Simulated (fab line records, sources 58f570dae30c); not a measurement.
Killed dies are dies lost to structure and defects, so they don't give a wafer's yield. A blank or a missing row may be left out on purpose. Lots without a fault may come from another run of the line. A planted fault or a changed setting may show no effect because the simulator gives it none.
Split-lot experiment | flow berkeley_cmos170 | 5 lots, 27 wafers read, on a route of 331 steps

THE SPLIT
At UCB170_M1_SPUTTER_00 (material Al, target thk 600 nm, time 80 s), the setting time_s was moved away from the recipe's 80 s on 12 of the 27 wafers read, by -16.1% to +49.3%. The other wafers ran this setting at the recipe's value.

FROM THE SPLIT TO THE READING: what the file shows between them, 5 steps
- UCB170_M1_RS_MEAS_01: measures by four-point-probe
- UCB170_M1_THK_MEAS_02: measures by xrf
- UCB170_M1_COAT_03
- UCB170_M1_COAT_04: resist thk 900 nm
- UCB170_M1_ETCH_11: etches BARC in N2/H2

THE READING
oes_product_au, in a.u., at UCB170_M1_METAL_ETCH_12 (etches Al in Cl2/BCl3, stops on PSG, target depth 780 nm, time 130 s). Fault-free wafers of this fab line usually give 0.848 a.u., standard deviation 0.013 a.u..

wafer  | tool, chamber at the split | time_s as run, s | against the recipe | oes_product_au, a.u. | against lot-mates on the recipe
L078.1 | pvd_sputter-03, -          | 95.19            | +19.0%             | 0.955                | +0.107
L078.2 | pvd_sputter-03, -          | 80               | recipe             | 0.848                | -
L078.3 | pvd_sputter-03, -          | 95.19            | +19.0%             | 0.927                | +0.079
L078.4 | pvd_sputter-03, -          | 95.19            | +19.0%             | 0.953                | +0.105
L078.5 | pvd_sputter-03, -          | 80               | recipe             | 0.862                | -
L078.6 | pvd_sputter-03, -          | 80               | recipe             | 0.833                | -
L079.1 | pvd_sputter-04, -          | 67.09            | -16.1%             | 0.763                | -0.086
L079.2 | pvd_sputter-04, -          | 80               | recipe             | 0.862                | -
L079.3 | pvd_sputter-04, -          | 67.09            | -16.1%             | 0.773                | -0.076
L079.4 | pvd_sputter-04, -          | 80               | recipe             | 0.859                | -
L079.5 | pvd_sputter-04, -          | 80               | recipe             | 0.827                | -
L079.6 | pvd_sputter-04, -          | 67.09            | -16.1%             | 0.790                | -0.059
L075.1 | pvd_sputter-02, -          | 80               | recipe             | 0.834                | -
L075.2 | pvd_sputter-02, -          | 115.5            | +44.4%             | 1.002                | +0.169
L075.3 | pvd_sputter-02, -          | 80               | recipe             | 0.830                | -
L075.4 | pvd_sputter-02, -          | 115.5            | +44.4%             | 1.006                | +0.173
L075.5 | pvd_sputter-02, -          | 80               | recipe             | 0.835                | -
L075.6 | pvd_sputter-02, -          | 115.5            | +44.4%             | 0.998                | +0.165
L081.1 | pvd_sputter-03, -          | 119.4            | +49.3%             | 0.994                | +0.147
L081.2 | pvd_sputter-03, -          | 119.4            | +49.3%             | 1.018                | +0.171
L081.3 | pvd_sputter-03, -          | 80               | recipe             | 0.864                | -
L081.4 | pvd_sputter-03, -          | 80               | recipe             | 0.832                | -
L081.5 | pvd_sputter-03, -          | 119.4            | +49.3%             | 0.978                | +0.131
L081.6 | pvd_sputter-03, -          | 80               | recipe             | 0.845                | -
L082.1 | pvd_sputter-04, -          | 80               | recipe             | 0.841                | -
L082.2 | pvd_sputter-04, -          | 80               | recipe             | 0.836                | -
L082.3 | pvd_sputter-04, -          | 80               | recipe             | 0.837                | -

THE FIT
A straight line over all 27 wafers: oes_product_au changes by +0.0035 a.u. for each +1% of time_s; r = +0.97; the points scatter about the line by 0.019 a.u..
The same after taking each lot's own level away (the mean of its wafers on the recipe; 27 wafers): +0.00358 a.u. for each +1%; r = +0.97; scatter 0.019 a.u..
On that fit, the largest move of time_s shifts the reading by 0.18 a.u..
The lots' own levels span 0.8330 to 0.8493 a.u., that is 1.3 times the standard deviation above.
So the lot-to-lot level changes the slope little: the two slopes agree.
Check: with one of the wafers moved furthest among these (+49.3%) left out of the fit, the line predicts +0.181 a.u. for it against its lot-mates. It came out at +0.147 a.u. against them.

OTHER SPLITS ON THESE WAFERS
These wafers also went through other splits before the reading. Each is held against what the fit with the lots' levels taken away leaves over:
other split on the same wafers      | wafers away from the commonest value | r with oes_product_au (lot level and that fit taken away)
UCB170_NWELL_ETCH_13 target_depth_a | 12                                   | -0.26
UCB170_FIELD_OXIDATION_01 ox_time_s | 12                                   | +0.02
UCB170_SPACER_CVD_00 time_s         | 12                                   | +0.14

THE WHOLE CHAIN: every reading that the file lists as answering this split, in the file's order
step                    | what it does                                                         | reading                                                                     | change (the file's fit)                   | r (the file's)
UCB170_M1_SPUTTER_00    | material Al, target thk 600 nm, time 80 s                            | Al_of_M1_SPUTTER_00.thk_nm (the simulator's own value, which no gauge read) | +6.04 nm for each +1% of the setting      | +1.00
UCB170_M1_RS_MEAS_01    | measures by four-point-probe                                         | M1_AL_RS                                                                    | -0.000357 for each +1% of the setting     | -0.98
UCB170_M1_THK_MEAS_02   | measures by xrf                                                      | M1_AL_THK                                                                   | +5.94 for each +1% of the setting         | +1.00
UCB170_M1_METAL_ETCH_12 | etches Al in Cl2/BCl3, stops on PSG, target depth 780 nm, time 130 s | oes_product_au                                                              | +0.00357 a.u. for each +1% of the setting | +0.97

THE FILE'S OWN FIT
oes_product_au changes by +0.00357 a.u. for each +1% of time_s, r = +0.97.
